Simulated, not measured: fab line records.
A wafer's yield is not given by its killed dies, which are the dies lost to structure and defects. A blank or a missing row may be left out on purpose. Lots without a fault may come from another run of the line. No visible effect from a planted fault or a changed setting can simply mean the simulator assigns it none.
What tool caused it? ; flow rit cmos ; 15 lots, 45 wafers sampled, at 5 steps of a route of 202

WHAT THE GAUGES READ, wafer by wafer
RIT_NRETRO_OVL_MEAS_06. Usual: NRETRO_OVL gives 0.9 nm (standard deviation 1.4).
lot;measured;on;NRETRO_OVL (nm);flag
L259;day 2 07:19;overlay-01;0.4 0.2 2.9;
L260;day 2 10:34;overlay-02;-1.2 -1.7 -0.9;
L261;day 2 17:49;overlay-01;-0.1 -0.9 -0.4;
L262;day 2 22:47;overlay-02;1.1 0.6 2.1;
L263;day 3 04:17;overlay-02;2.7 2.3 2.1;
L265;day 3 13:30;overlay-02;3.9 3.6 2.3;
L266;day 3 18:49;overlay-02;-1.4 -0.1 1.9;
L267;day 4 03:23;overlay-01;0.2 -0.8 -0.7;
L269;day 4 10:57;overlay-02;0.1 2.1 3.1;
L270;day 4 15:59;overlay-02;0.1 -0.9 0.5;
L271;day 4 21:51;overlay-02;0.8 0.1 3.0;
L272;day 5 02:49;overlay-02;1.9 3.0 1.6;
L279;day 7 01:59;overlay-01;2.9 0.5 1.7;
L280;day 7 02:13;overlay-02;-0.2 1.4 0.4;
L281;day 7 15:35;overlay-01;2.9 0.6 1.2;

RIT_PRETRO_TW_MEAS_10. Usual: PRETRO_TW gives 472 (standard deviation 6.8).
lot;measured;on;PRETRO_TW;flag
L259;day 2 09:34;film metro-03;480 477 479;
L260;day 2 12:44;film metro-04;464 463 464;
L261;day 2 20:10;film metro-04;463 466 465;
L262;day 3 01:09;film metro-01;475 476 474;
L263;day 3 06:44;film metro-03;478 478 477;
L265;day 3 15:47;film metro-04;461 461 464;
L266;day 3 20:58;film metro-03;476 477 477;
L267;day 4 05:56;film metro-04;462 463 463;
L269;day 4 13:32;film metro-01;473 476 474;
L270;day 4 18:16;film metro-04;467 464 468;
L271;day 5 00:08;film metro-03;478 478 477;
L272;day 5 05:02;film metro-03;477 482 477;
L279;day 7 04:16;film metro-04;466 466 468;
L280;day 7 04:31;film metro-04;465 465 467;
L281;day 7 17:58;film metro-03;482 482 482;

RIT_GATE_THK_MEAS_07. Usual: GATE_OXIDE_THK gives 3.04 nm (standard deviation 0.062).
lot;measured;on;GATE_OXIDE_THK (nm);flag
L259;day 2 11:28;film metro-04;3.10 3.20 3.09;
L260;day 2 15:37;film metro-01;2.99 3.04 3.00;
L261;day 3 01:09;film metro-02;3.11 3.08 3.12;
L262;day 3 03:03;film metro-01;2.95 2.93 3.01;
L263;day 3 13:17;film metro-04;3.02 3.06 2.97;
L265;day 3 19:46;film metro-04;3.17 3.02 3.10;
L266;day 4 02:24;film metro-01;3.03 3.04 3.05;
L267;day 4 11:12;film metro-04;5.19 5.16 5.16 5.11 5.17 5.15;OFF
L269;day 4 22:28;film metro-04;3.04 3.09 3.09;
L270;day 5 02:29;film metro-01;4.95 4.97 4.93 4.93 4.97 4.84;OFF
L271;day 5 02:25;film metro-01;3.05 3.03 2.98;
L272;day 5 09:20;film metro-02;5.31 5.24 5.28 5.29 5.27 5.27;OFF
L279;day 7 09:07;film metro-02;3.04 3.02 3.09;
L280;day 7 09:07;film metro-04;2.97 2.87 2.97;
L281;day 7 22:57;film metro-01;3.12 3.11 3.08;

TOOL THAT RAN EACH LOT (tool first, then ch and the chambers of the sampled wafers, then the start)
lot;RIT_ACTIVE_STRIP_14;RIT_GATE_OXIDATION_05
L259;plasma asher-04 ch 0,1, day 1 17:25;furnace-04 ch 0, day 2 10:08
L260;plasma asher-02 ch 0, day 1 20:45;furnace-01 ch 0, day 2 13:16
L261;plasma asher-01 ch 0,1, day 2 00:52;furnace-03 ch 0, day 2 22:35
L262;plasma asher-01 ch 0,1, day 2 05:54;furnace-04 ch 0, day 3 01:42
L263;plasma asher-02 ch 0,1, day 2 11:49;furnace-01 ch 0, day 3 10:38
L265;plasma asher-04 ch 0,1, day 2 21:41;furnace-01 ch 0, day 3 16:46
L266;plasma asher-02 ch 0,1, day 3 03:48;furnace-03 ch 0, day 3 22:59
L267;plasma asher-01 ch 0,1, day 3 07:19;furnace-01 ch 0, day 4 06:33 and furnace-03 ch 0, day 4 09:38
L269;plasma asher-01 ch 0,1, day 3 18:00;furnace-03 ch 0, day 4 17:16
L270;plasma asher-01 ch 0,1, day 3 22:21;furnace-03 ch 0, day 4 22:27
L271;plasma asher-01 ch 0,1, day 4 04:47;furnace-03 ch 0, day 5 01:05
L272;plasma asher-04 ch 0,1, day 4 08:38;furnace-04 ch 0, day 5 06:03 and furnace-03 ch 0, day 5 07:31
L279;plasma asher-01 ch 0,1, day 5 22:13;furnace-01 ch 0, day 7 05:52
L280;plasma asher-01 ch 0,1, day 6 00:22;furnace-01 ch 0, day 7 05:52
L281;plasma asher-01 ch 0,1, day 6 08:37;furnace-03 ch 0, day 7 19:43
- RIT_ACTIVE_STRIP_14: strips in O2, time 180 s.
- RIT_GATE_OXIDATION_05: target thk 3 nm, ox time 270 s.

AS READ BY THE TOOLS THEMSELVES (means over the sampled wafers that have a number; for cases with no such wafer, the mark the record gives instead)
RIT_ACTIVE_STRIP_14. Usual: drypump motor current A at 5.8 A, with a standard deviation of 0.41.
lot;tool;drypump motor current A (A);flag
L259;plasma asher-04;5.9;
L260;plasma asher-02;6.6;
L261;plasma asher-01;5.7;
L262;plasma asher-01;5.7;
L263;plasma asher-02;6.2;
L265;plasma asher-04;5.9;
L266;plasma asher-02;5.9;
L267;plasma asher-01;5.7;
L269;plasma asher-01;5.8;
L270;plasma asher-01;5.7;
L271;plasma asher-01;5.8;
L272;plasma asher-04;5.9;
L279;plasma asher-01;5.7;
L280;plasma asher-01;5.8;
L281;plasma asher-01;5.8;

RIT_GATE_OXIDATION_05. Usual: tube center temp C at 900 C, with a standard deviation of 0.079.
lot;tool;tube center temp C (C);flag
L259;furnace-04;900;
L260;furnace-01;900;
L261;furnace-03;900;
L262;furnace-04;900;
L263;furnace-01;900;
L265;furnace-01;900;
L266;furnace-03;900;
L267;furnace-01/furnace-03;900;
L269;furnace-03;900;
L270;furnace-03;900;
L271;furnace-03;900;
L272;furnace-04/furnace-03;900;
L279;furnace-01;900;
L280;furnace-01;900;
L281;furnace-03;900;

THE ANSWER, worked out from the rows above alone
Rule: a lot is off if the mean of its wafers that have a number lies more than 3 standard deviations from the usual mean. Also off: a lot with no number at a reading for which 4 or more lots have one. All remaining lots with rows at the step are treated as sound. After the gauges, taken in route order, come the tools' own readings; for these a lot's mean is taken, as printed above. At the first step where some lot is off, the reading lying furthest off is the one used; lots without a number count as furthest.
Off: L267, L270, L272, at RIT_GATE_THK_MEAS_07 (GATE_OXIDE_THK).
A tool fits if, at a process step before that reading, it ran every lot that is off, and no sound lot after the first of them. The gauges at RIT_GATE_THK_MEAS_07 are tried like those tools. Of those tried, none fits.

WHAT HAD BEEN PUT IN BY THE SIMULATOR
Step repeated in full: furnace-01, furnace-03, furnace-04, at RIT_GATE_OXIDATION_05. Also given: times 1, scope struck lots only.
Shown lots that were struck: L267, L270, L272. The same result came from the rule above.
